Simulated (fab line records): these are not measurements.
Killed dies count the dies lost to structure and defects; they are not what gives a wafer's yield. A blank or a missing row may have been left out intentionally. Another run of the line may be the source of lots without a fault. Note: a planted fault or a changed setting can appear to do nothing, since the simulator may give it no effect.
A struck lot beside a sound one :: flow rit cmos :: 18 steps out of a route of 202
Sound: these wafers, L667.1, L667.5, L667.6. Wafers struck: L679.2, L679.3, L679.6. At the end, the cause is stated.
Order at every step that has rows: each side's tool, ch and its chambers, its first start. Under that, the readings that differ: sound wafers :: struck wafers :: difference of the means :: sigmas: that difference in standard deviations of wafers without a fault.
alike: same words and numbers on both sides, and readings whose means sit less than 2 such deviations apart. not compared: any withheld reading, any reading some wafer has no value for, any bound like >300 that may hide the same value, and any number with overlapping values for which the record gives no deviation.
A row with sigmas, a row that says differs or no value, or rows on one side alone: a step with any of these is where the two part. Numbers that don't overlap but have no deviation are shown without sigmas and don't part them. A reading missing from all wafers of one side parts the sides only when that side holds two or more wafers.

first, 1 step without rows for these wafers: RIT_PWELL_DEVELOP_05 (develop time 65.95 s).
RIT_PWELL_OVL_MEAS_06:
  sound on overlay-02, day 2 00:11; struck on overlay-01, day 4 11:03
  alike: PWELL_OVL
then, 2 steps without rows for these wafers: RIT_PWELL_HARDBAKE_07 (time 120 s); RIT_PWELL_IMPLANT_08.
RIT_PWELL_STRIP_09: strips in O2, time 180 s.
  sound on plasma asher-03 ch 0,1, day 2 00:38; struck on plasma asher-04 ch 0,1, day 4 11:29
  alike: chamber pressure mTorr, drypump motor current A
  not compared: rf hours counter h
RIT_PWELL_TW_MEAS_10:
  sound on film metro-01, day 2 00:48; struck on film metro-02, day 4 11:40
reading: PWELL_TW
sound: 940 936 939
struck: 977 978 975
difference: +38
sigmas: +3
then, 1 step without rows for these wafers: RIT_WELLDRIVE_ANNEAL_00 (time 14700 s).
RIT_WELLDRIVE_RS_MEAS_01: a four-point-probe measurement.
  sound on film metro-03, day 2 05:57; struck on film metro-03, day 4 16:49
  alike: NWELL_RS
RIT_WELLDRIVE_RS_MEAS_02: a four-point-probe measurement.
  sound on film metro-03, day 2 06:04; struck on film metro-03, day 4 16:56
  alike: PWELL_RS
then, 3 steps without rows for these wafers: RIT_NRETRO_HMDS_00 (prime time 60 s); RIT_NRETRO_COAT_01 (resist thk 1300 nm); RIT_NRETRO_SOFTBAKE_02 (time 60 s).
RIT_NRETRO_EXPOSE_03: exposes mask M4, target cd 43900 nm.
  sound on iline stepper-01 ch 0, day 2 06:46; struck on iline stepper-01 ch 0, day 4 17:38
reading: model.NRETRO.overlay x nm (nm)
sound: 0.001009 0.001009 0.001009
struck: 421.4 421.4 421.4
difference: +421.4
sigmas: 
  alike: mask
then, 2 steps without rows for these wafers: RIT_NRETRO_PEB_04; RIT_NRETRO_DEVELOP_05 (develop time 68 s).
RIT_NRETRO_OVL_MEAS_06:
  sound on overlay-02, day 2 07:11; struck on overlay-02, day 4 18:03
reading: NRETRO_OVL (nm)
sound: -0.8 -1.3 -0.4
struck: 421.6 422.9 421.9
difference: +423.0
sigmas: +99 or more
then, 1 step without rows for these wafers: RIT_NRETRO_HARDBAKE_07 (time 120 s).
RIT_M1_PROBE_99:
  sound on prober-02, day 3 09:56; struck on prober-02, day 5 21:58
reading: model.etest.well edge left.line ohm um
sound: 181.1 180.7 180.4
struck: 190.4 190.8 187.5
difference: +8.8
sigmas: 

reading: model.etest.retro edge nmos.off log10 a um
sound: -9.541 -9.613 -10
struck: -7.271 -7.257 -7.444
difference: +2.394
sigmas: 

reading: model.etest.retro edge pmos.off log10 a um
sound: -10.05 -10.23 -10.37
struck: -7.216 -7.302 -7.392
difference: +2.913
sigmas: 
  alike: killed at contacts, killed at front end, killed dies, killed open, killed short

== WHERE THEY PART ==
Last at RIT_NRETRO_OVL_MEAS_06 as far as this record goes, first at RIT_PWELL_TW_MEAS_10. Later steps at which nothing parts them and some readings are alike: RIT_M1_PROBE_99.

WHY: the cause the simulator had injected
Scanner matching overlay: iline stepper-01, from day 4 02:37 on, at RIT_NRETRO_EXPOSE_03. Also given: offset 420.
